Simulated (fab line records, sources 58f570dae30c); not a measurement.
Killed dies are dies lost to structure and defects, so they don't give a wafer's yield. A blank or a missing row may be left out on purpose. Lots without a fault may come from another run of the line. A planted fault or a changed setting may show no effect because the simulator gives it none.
Which tool did it? | flow berkeley_cmos170 | 11 lots, 33 wafers sampled, at 3 steps of a route of 331

WHAT THE GAUGES READ, wafer by wafer
UCB170_M3_RS_MEAS_02: measures by four-point-probe.
lot  | measured     | on            | M3_AL_RS (ohm/sq)
L570 | day 9 00:15  | film_metro-02 | 0.0319 0.0325 0.0320
L571 | day 9 15:57  | film_metro-04 | 0.0322 0.0318 0.0320
L572 | day 9 19:08  | film_metro-04 | 0.0322 0.0320 0.0319
L573 | day 9 18:55  | film_metro-01 | 0.0322 0.0319 0.0318
L580 | day 11 08:25 | film_metro-01 | 0.0324 0.0324 0.0323
L581 | day 11 11:13 | film_metro-01 | 0.0323 0.0327 0.0325
L583 | day 12 02:40 | film_metro-01 | 0.0314 0.0320 0.0318
L584 | day 12 07:08 | film_metro-04 | 0.0326 0.0320 0.0320
L592 | day 13 16:30 | film_metro-01 | 0.0325 0.0327 0.0326
L590 | day 13 16:53 | film_metro-04 | 0.0318 0.0318 0.0321
L593 | day 14 08:38 | film_metro-04 | 0.0319 0.0320 0.0321

WHICH TOOL RAN EACH LOT (tool, then ch and the chambers of the sampled wafers, then the start)
lot  | UCB170_NVT_STRIP_08                  | UCB170_V1_CMP_02
L570 | plasma_asher-04 ch 0,1, day 6 19:34  | cmp-02 ch 0,1,3, day 8 16:32
L571 | plasma_asher-02 ch 0, day 7 11:26    | cmp-02 ch 0,2, day 9 07:40
L572 | plasma_asher-01 ch 0,1, day 7 11:42  | cmp-01 ch 0,1,3, day 9 10:17
L573 | plasma_asher-02 ch 0,1, day 7 11:59  | cmp-02 ch 0,3, day 9 10:20
L580 | plasma_asher-04 ch 0, day 9 04:06    | cmp-02 ch 1,2,3, day 10 22:22
L581 | plasma_asher-02 ch 0,1, day 9 04:20  | cmp-02 ch 0,1, day 11 01:13
L583 | plasma_asher-02 ch 0,1, day 9 19:26  | cmp-01 ch 0,3, day 11 15:07
L584 | plasma_asher-02 ch 0,1, day 10 02:28 | cmp-01 ch 0,1, day 11 18:08
L592 | plasma_asher-01 ch 0,1, day 11 02:27 | cmp-01 ch 0,1,2, day 13 03:40
L590 | plasma_asher-02 ch 0,1, day 11 02:34 | cmp-01 ch 0,1,3, day 13 03:58
L593 | plasma_asher-02 ch 0,1, day 11 19:19 | cmp-02 ch 0,3, day 13 22:13
- UCB170_NVT_STRIP_08: strips in O2.
- UCB170_V1_CMP_02: polishes SiO2.

THE ANSWER, worked out from the rows above alone
Rule: what is usual is taken from the lots themselves. Put in order of their means at a reading, lots are off if they are a third of the lots or fewer, leave a main group of 4 or more, and stand apart from it by a gap of 3 or more times the standard deviation of the main group's means; of several such gaps the widest counts. A main group whose means are all the same, to the digits that the tables above print for the reading, isn't used. A lot without any number at a reading at which 4 lots or more have one is off too. The other lots that the step has rows for count as sound.
No lot is off at any reading shown: from this, nothing can be told.

WHAT THE SIMULATOR HAD PUT IN
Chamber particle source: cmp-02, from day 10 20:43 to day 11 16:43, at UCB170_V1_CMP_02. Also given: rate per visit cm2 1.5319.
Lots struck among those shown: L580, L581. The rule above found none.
